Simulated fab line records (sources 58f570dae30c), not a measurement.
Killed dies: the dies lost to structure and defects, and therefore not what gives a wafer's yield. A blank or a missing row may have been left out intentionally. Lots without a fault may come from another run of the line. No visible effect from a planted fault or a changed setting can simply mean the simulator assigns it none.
A lot that was struck, set against a sound lot | flow berkeley cmos170 | 14 out of 331 route steps
Sound: wafers L139.1, L139.2, L139.5. Struck: wafers L150.1, L150.2, L150.5. Last of all comes the cause.
At each step with rows: each side's tool, then ch and its chambers, then its first start. Under that, the readings that differ: sound wafers | struck wafers | difference of the means | sigmas: that difference in standard deviations of wafers without a fault.
alike: readings with means less than 2 such deviations apart, plus words and numbers identical on both sides. not compared: withheld readings, readings lacking a value on some wafer, bounds such as >300 that could conceal the same value, and numbers that have no deviation in the record and whose values overlap.
The two part at a step that has a row with sigmas, a row that says differs or no value, or rows on one side only. Numbers that don't overlap but have no deviation are shown without sigmas and don't part them. Lack of a reading on every wafer of one side parts them only where that side has two or more wafers.

first, 2 steps without rows for these wafers: UCB170_CONTACT_CLEAN_00 (cleans in SPM, time 600 s); UCB170_CONTACT_CVD_01 (deposits PSG from SiH4/O2/PH3, target thk 700 nm, time 2820 s).
UCB170_CONTACT_THK_MEAS_02:
  struck on film metro-03, day 11 13:41; sound on film metro-03, day 10 06:55
  reading              | sound       | struck      | difference | sigmas
  CONTACT_PSG_THK (nm) | 706 704 706 | 689 689 689 | -16        | -2
then, 3 steps without rows for these wafers: UCB170_CONTACT_HMDS_03 (prime time 60 s); UCB170_CONTACT_COAT_04 (resist thk 900 nm); UCB170_CONTACT_SOFTBAKE_05 (time 60 s).
UCB170_CONTACT_STRIP_06: strips in O2.
  sound on plasma asher-03 ch 0,1, day 10 08:07; struck on plasma asher-02 ch 0,1, day 11 14:46
  alike: drypump motor current A, oes product au, strip time to endpoint s
  not compared: rf hours counter h
then, 1 step without rows for these wafers: UCB170_CONTACT_CLEAN_07 (cleans in SPM, time 600 s).
UCB170_CONTACT_RTA_08: time 10 s.
  sound on rtp anneal-01 ch 0, day 10 08:23; struck on rtp anneal-01 ch 0, day 11 16:27
  alike: lamp power pct, wafer_temp_C_max
then, 3 steps without rows for these wafers: UCB170_CONTACT_COAT_09; UCB170_CONTACT_COAT_10 (resist thk 900 nm); UCB170_CONTACT_SOFTBAKE_11 (time 60 s).
UCB170_CONTACT_EXPOSE_12: exposes mask CONT, target cd 700 nm.
  sound on krf scanner-02 ch 0, day 10 09:44; struck on krf scanner-02, day 11 17:21
  no value came back on the struck wafers for exposure dose mJ cm2, focus offset nm (nm); on the sound wafers exposure dose mJ cm2 reads 34.73 34.65 34.69
  alike: mask
UCB170_CONTACT_PEB_13:
  sound on litho track-03 ch 0, day 10 10:05; struck on litho track-02 ch 0, day 11 18:21
  alike: plate sensor t centre C, plate sensor t edge C

== WHERE THEY PART ==
At UCB170_CONTACT_THK_MEAS_02 first; at UCB170_CONTACT_EXPOSE_12 last (within this record only). Later steps at which nothing parts them and some readings are alike: UCB170_CONTACT_PEB_13.

WHY: what had been put in by the simulator
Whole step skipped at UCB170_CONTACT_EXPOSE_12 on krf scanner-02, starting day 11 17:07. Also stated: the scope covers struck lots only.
